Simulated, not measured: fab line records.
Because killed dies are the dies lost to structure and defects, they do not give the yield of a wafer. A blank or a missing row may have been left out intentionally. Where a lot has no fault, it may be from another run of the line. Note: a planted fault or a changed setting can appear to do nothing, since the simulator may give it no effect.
What tool caused it?    flow berkeley_cmos170    14 lots with 42 wafers sampled at 2 steps, on a route of 331 steps

WHAT EACH GAUGE READ, for each wafer
UCB170_GATE_CD_MEAS_90: target cd 350 nm.
lot   measured      on         cd_nm (nm)
L824  day 5 20:48   cd_sem-02  350.4 351.5 350.3
L825  day 5 21:07   cd_sem-01  348.2 349.1 348.6
L828  day 6 17:26   cd_sem-02  349.8 350.9 350.0
L829  day 6 20:48   cd_sem-01  351.0 349.8 348.6
L827  day 6 20:56   cd_sem-02  349.0 348.3 348.9
L831  day 7 03:53   cd_sem-01  348.8 348.1 349.2
L841  day 9 03:00   cd_sem-02  - - -
L837  day 9 03:19   cd_sem-02  - - -
L843  day 9 17:10   cd_sem-02  350.3 351.1 349.9
L844  day 9 23:06   cd_sem-02  350.2 350.7 349.8
L842  day 9 23:30   cd_sem-02  349.7 352.2 348.3
L846  day 10 16:02  cd_sem-02  348.5 348.2 347.7
L845  day 10 16:37  cd_sem-02  349.3 347.2 347.6
L847  day 10 17:02  cd_sem-01  350.8 350.6 350.1

WHICH TOOL RAN EACH LOT (tool, then ch and the chambers of the sampled wafers, then the start)
lot   UCB170_GATE_ETCH_15
L824  rie_si-02 ch 1,2, day 5 20:36
L825  rie_si-02 ch 0,2,3, day 5 20:55
L828  rie_si-01 ch 0,2,3, day 6 17:18
L829  rie_si-01 ch 1,3, day 6 20:39
L827  rie_si-02 ch 1,3, day 6 20:46
L831  rie_si-01 ch 0,2, day 7 03:45
L841  rie_si-01 ch 0,3, day 9 02:51
L837  rie_si-02 ch 1,2,3, day 9 03:08
L843  rie_si-02 ch 0,1,3, day 9 16:59
L844  rie_si-01 ch 2,3, day 9 22:39
L842  rie_si-02 ch 0,2,3, day 9 23:02
L846  rie_si-01 ch 2,3, day 10 15:49
L845  rie_si-01 ch 2,3, day 10 16:28
L847  rie_si-01 ch 1,2, day 10 16:44
- UCB170_GATE_ETCH_15: etches poly-Si in HBr/Cl2, stops on SiO2, time 56.3 s, target depth 278.2 nm.

WHAT THE TOOLS THEMSELVES READ (means of the sampled wafers that have a number; where no wafer has one, the mark that the record gives instead)
UCB170_GATE_ETCH_15.
lot   tool       HBr_flow_sccm (sccm)  bias_w (W)  drypump_motor_current_A (A)  mfc_cl2_sccm (sccm)  oes_product_au (a.u.)  rf_fwd_power_W (W)  throttle_valve_pct (%)
L824  rie_si-02  150.2                 149.7       5.6                          49.92                0.852                  297.3               26.31
L825  rie_si-02  150.3                 149.9       5.7                          49.85                0.836                  299.1               26.42
L828  rie_si-01  150.1                 150.0       5.4                          49.87                0.828                  295.9               26.34
L829  rie_si-01  149.7                 149.3       5.4                          50.08                0.851                  297.7               26.15
L827  rie_si-02  150.4                 150.2       5.9                          49.89                0.843                  297.8               26.28
L831  rie_si-01  149.7                 149.8       5.0                          49.88                0.823                  295.9               26.39
L841  rie_si-01  -                     -           -                            -                    -                      -                   -
L837  rie_si-02  -                     -           -                            -                    -                      -                   -
L843  rie_si-02  149.9                 150.2       5.7                          49.96                0.838                  296.8               26.40
L844  rie_si-01  150.1                 149.7       5.5                          50.13                0.822                  297.7               26.41
L842  rie_si-02  150.1                 150.0       5.7                          50.04                0.843                  297.6               26.42
L846  rie_si-01  150.2                 150.2       5.7                          49.88                0.827                  297.2               26.29
L845  rie_si-01  149.9                 150.2       5.5                          50.17                0.825                  297.4               26.41
L847  rie_si-01  149.9                 150.6       5.2                          50.04                0.842                  297.8               26.26

THE ANSWER, worked out from the rows above alone
Rule: the usual values come from the lots themselves. Put in order of their means at a reading, lots are off if they are a third of the lots or fewer, leave a main group of 4 or more, and stand apart from it by a gap of 3 or more times the standard deviation of the main group's means; of several such gaps the widest counts. The tables above print the reading to a certain number of digits; a main group whose means all agree to those digits is not used. Also off: a lot with no number at a reading for which 4 or more lots have one. Where the step has rows for the other lots, those lots are counted as sound. Order of review: gauges by route order, followed by the tools' own readings, for which a lot's mean as printed above is used. At the first step where some lot is off, the reading lying furthest off is the one used; lots without a number count as furthest.
Off, at UCB170_GATE_CD_MEAS_90 on cd_nm: L841, L837. Without a number there: L841, L837. The main group has a mean of 349.5 nm with a standard deviation of 0.95.
If a tool, at a process step before that reading, ran all the lots that are off and no sound lot after the first of them, it fits. Not tried: the gauges at UCB170_GATE_CD_MEAS_90; whatever is off there is also off at UCB170_GATE_ETCH_15, on other tools, and gauge error can't account for it. None of those tried fits.

WHAT WAS PUT IN BY THE SIMULATOR
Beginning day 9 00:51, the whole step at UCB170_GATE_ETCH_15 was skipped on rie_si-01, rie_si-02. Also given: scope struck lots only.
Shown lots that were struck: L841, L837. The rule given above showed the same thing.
